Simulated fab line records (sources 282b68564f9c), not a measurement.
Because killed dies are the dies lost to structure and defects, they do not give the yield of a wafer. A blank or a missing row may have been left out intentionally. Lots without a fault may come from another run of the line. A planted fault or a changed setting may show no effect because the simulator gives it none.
Which tool was responsible?	flow rit cmos	14 lots, 42 wafers sampled, at 5 steps of a route of 202

WHAT THE GAUGES SHOWED, per wafer
RIT_PSD_TW_MEAS_10. Usual: PSD_TW typically reads 3415, with standard deviation 29.
lot	measured	on	PSD_TW	flag
L827	day 3 11:33	film metro-02	3354 3362 3356	
L828	day 3 15:52	film metro-04	3405 3404 3419	
L829	day 3 20:12	film metro-01	3459 3437 3458	
L830	day 4 01:15	film metro-04	3414 3406 3422	
L831	day 4 08:46	film metro-04	3421 3404 3435	
L832	day 4 13:02	film metro-01	3433 3448 3455	
L833	day 4 17:25	film metro-04	3412 3430 3436	
L838	day 5 14:08	film metro-01	3449 3430 3451	
L841	day 6 04:51	film metro-02	3361 3393 3371	
L842	day 6 12:01	film metro-04	3407 3432 3407	
L843	day 6 14:24	film metro-01	3436 3437 3443	
L847	day 8 03:38	film metro-01	3415 3441 3430	
L849	day 8 04:02	film metro-01	3429 3423 3414	
L850	day 8 11:17	film metro-01	3439 3429 3429	

RIT_CONTACT_CD_MEAS_90: the cd target is 1000 nm. Usual: cd nm 1000.4 nm, standard deviation 2.1.
lot	measured	on	cd nm (nm)	flag
L827	day 3 14:47	cd sem-01	999.9 998.8 999.4	
L828	day 3 19:18	cd sem-01	1003.6 1004.9 1003.3	
L829	day 3 23:34	cd sem-01	1000.5 998.3 999.6	
L830	day 4 04:30	cd sem-01	1000.7 1002.6 1001.8	
L831	day 4 12:03	cd sem-01	1002.2 1004.3 1003.4	
L832	day 4 16:41	cd sem-02	1001.0 998.9 999.5	
L833	day 4 20:40	cd sem-02	995.7 999.4 998.1	
L838	day 5 17:24	cd sem-01	1000.2 1001.5 1000.3	
L841	day 6 08:14	cd sem-02	996.7 997.6 996.0	
L842	day 6 15:35	cd sem-01	998.4 999.2 999.2	
L843	day 6 17:46	cd sem-01	997.5 996.3 997.7	
L847	day 8 07:20	cd sem-02	1002.9 1005.6 1004.0	
L849	day 8 07:52	cd sem-01	997.8 997.4 1000.2	
L850	day 8 14:43	cd sem-02	1001.1 1000.6 1001.5	

RIT_M1_CD_MEAS_90: the cd target is 2600 nm. Usual: cd nm 2599.6 nm, standard deviation 2.8.
lot	measured	on	cd nm (nm)	flag
L827	day 3 17:41	cd sem-01	2598.1 2599.4 2599.1	
L828	day 3 22:12	cd sem-02	2597.8 2599.0 2597.3	
L829	day 4 02:19	cd sem-02	2601.8 2596.9 2596.5	
L830	day 4 07:29	cd sem-02	2593.9 2597.7 2595.9	
L831	day 4 14:55	cd sem-02	2601.2 2598.4 2597.1	
L832	day 4 19:47	cd sem-02	2599.7 2602.6 2601.8	
L833	day 4 23:43	cd sem-01	2599.3 2600.9 2599.6	
L838	day 5 20:09	cd sem-01	2601.8 2608.7 2608.1	
L841	day 6 11:11	cd sem-02	2606.1 2607.1 2599.0	
L842	day 6 18:20	cd sem-01	2600.0 2593.5 2598.5	
L843	day 6 20:43	cd sem-01	2599.7 2600.6 2602.4	
L847	day 8 10:11	cd sem-01	2596.2 2597.5 2597.8	
L849	day 8 10:55	cd sem-01	2600.0 2602.0 2600.5	
L850	day 8 18:14	cd sem-01	2601.6 2596.8 2600.0	

WHICH TOOL RAN EACH LOT (tool, then ch and the chambers of the sampled wafers, then the start)
lot	RIT_GATE_STRIP_20	RIT_M1_METAL_ETCH_12
L827	plasma asher-02 ch 0,1, day 2 20:29	rie metal-02 ch 1, day 3 17:10
L828	plasma asher-04 ch 0,1, day 3 03:43	rie metal-04 ch 1, day 3 21:32
L829	plasma asher-03 ch 0,1, day 3 07:38	rie metal-01 ch 0, day 4 01:47
L830	plasma asher-02 ch 0,1, day 3 11:54	rie metal-02 ch 0,1, day 4 06:58
L831	plasma asher-03 ch 0,1, day 3 20:01	rie metal-04 ch 0,1, day 4 14:24
L832	plasma asher-03 ch 0,1, day 3 23:44	rie metal-01 ch 0,1, day 4 19:02
L833	plasma asher-02 ch 0, day 4 03:01	rie metal-02 ch 0,1, day 4 23:11
L838	plasma asher-02 ch 0,1, day 5 00:34	rie metal-04 ch 0,1, day 5 19:39
L841	plasma asher-03 ch 0,1, day 5 14:32	rie metal-04 ch 0,1, day 6 10:42
L842	plasma asher-02 ch 1, day 6 00:13	rie metal-02 ch 0,1, day 6 17:49
L843	plasma asher-02 ch 0,1, day 6 01:46	rie metal-01 ch 0,1, day 6 20:07
L847	plasma asher-03 ch 0,1, day 7 05:59	rie metal-02 ch 1, day 8 09:38
L849	plasma asher-02 ch 0,1, day 7 06:19	rie metal-01 ch 0,1, day 8 10:22
L850	plasma asher-02 ch 0,1, day 7 22:56	rie metal-02 ch 0,1, day 8 17:41
- RIT_GATE_STRIP_20: strips in O2, time 180 s.
- RIT_M1_METAL_ETCH_12: etches Al in Cl2/BCl3, stops on SiO2, time 165 s, target depth 600 nm.

WHAT THE TOOLS THEMSELVES READ (means of the sampled wafers that have a number; where no wafer has one, the mark that the record gives instead)
RIT_GATE_STRIP_20. Usual: drypump motor current A 5.9 A, standard deviation 0.65.
lot	tool	drypump motor current A (A)	flag
L827	plasma asher-02	5.4	
L828	plasma asher-04	6.1	
L829	plasma asher-03	5.9	
L830	plasma asher-02	5.5	
L831	plasma asher-03	5.9	
L832	plasma asher-03	6.1	
L833	plasma asher-02	6.6	
L838	plasma asher-02	6.0	
L841	plasma asher-03	6.1	
L842	plasma asher-02	4.9	
L843	plasma asher-02	5.5	
L847	plasma asher-03	5.9	
L849	plasma asher-02	5.5	
L850	plasma asher-02	6.0	

RIT_M1_METAL_ETCH_12. Usual: drypump motor current A 5.7 A, standard deviation 0.53; oes product au 0.775 a.u., standard deviation 0.011; run length s 193.2 s, standard deviation 0.44; throttle valve pct 8.40 %, standard deviation 0.12.
lot	tool	drypump motor current A (A)	oes product au (a.u.)	run length s (s)	throttle valve pct (%)	flag
L827	rie metal-02	6.4	0.780	193.0	8.41	
L828	rie metal-04	4.9	0.765	193.0	8.24	
L829	rie metal-01	5.5	0.776	193.9	8.27	
L830	rie metal-02	6.0	0.785	193.0	8.48	
L831	rie metal-04	5.0	0.771	192.9	8.29	
L832	rie metal-01	6.0	0.764	193.7	8.48	
L833	rie metal-02	6.2	0.782	193.0	8.45	
L838	rie metal-04	5.0	0.920	165.5	8.27	OFF
L841	rie metal-04	5.0	0.918	165.3	8.28	OFF
L842	rie metal-02	6.2	0.775	193.4	8.44	
L843	rie metal-01	5.8	0.769	193.5	8.37	
L847	rie metal-02	6.4	0.794	193.0	8.40	
L849	rie metal-01	6.0	0.772	193.9	8.47	
L850	rie metal-02	6.2	0.777	193.2	8.45	

THE ANSWER, worked out from the rows above alone
Rule: take the mean of a lot's wafers that have a number; if it is more than 3 standard deviations from the usual mean, the lot is off. Also off: a lot with no number at a reading for which 4 or more lots have one. All remaining lots with rows at the step are treated as sound. The gauges are gone through in route order, then the tools' own readings, and for those a lot's mean is taken as printed above. At the first step where some lot is off, the reading lying furthest off is the one used; lots without a number count as furthest.
Off at RIT_M1_METAL_ETCH_12 (run length s): L838, L841.
A tool fits if, at that step or a process step before it, it ran every lot that is off, and no sound lot after the first of them. One candidate fits, namely rie metal-04 at RIT_M1_METAL_ETCH_12. Its last sound lot is L831 (day 4 14:24), its first lot that is off L838 (day 5 19:39): a fault that began between those two fits.
The tool's own readings at RIT_M1_METAL_ETCH_12 bear it out: on the lots that are off they differ by more than 5 times the standard deviation of the sound lots' means. oes product au reads 0.919 a.u. there against 0.776 a.u. on the sound lots; run length s reads 165.4 s there against 193.3 s on the sound lots.

WHAT HAD BEEN PUT IN BY THE SIMULATOR
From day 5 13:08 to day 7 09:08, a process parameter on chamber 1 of rie metal-04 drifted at RIT_M1_METAL_ETCH_12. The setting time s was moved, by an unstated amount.
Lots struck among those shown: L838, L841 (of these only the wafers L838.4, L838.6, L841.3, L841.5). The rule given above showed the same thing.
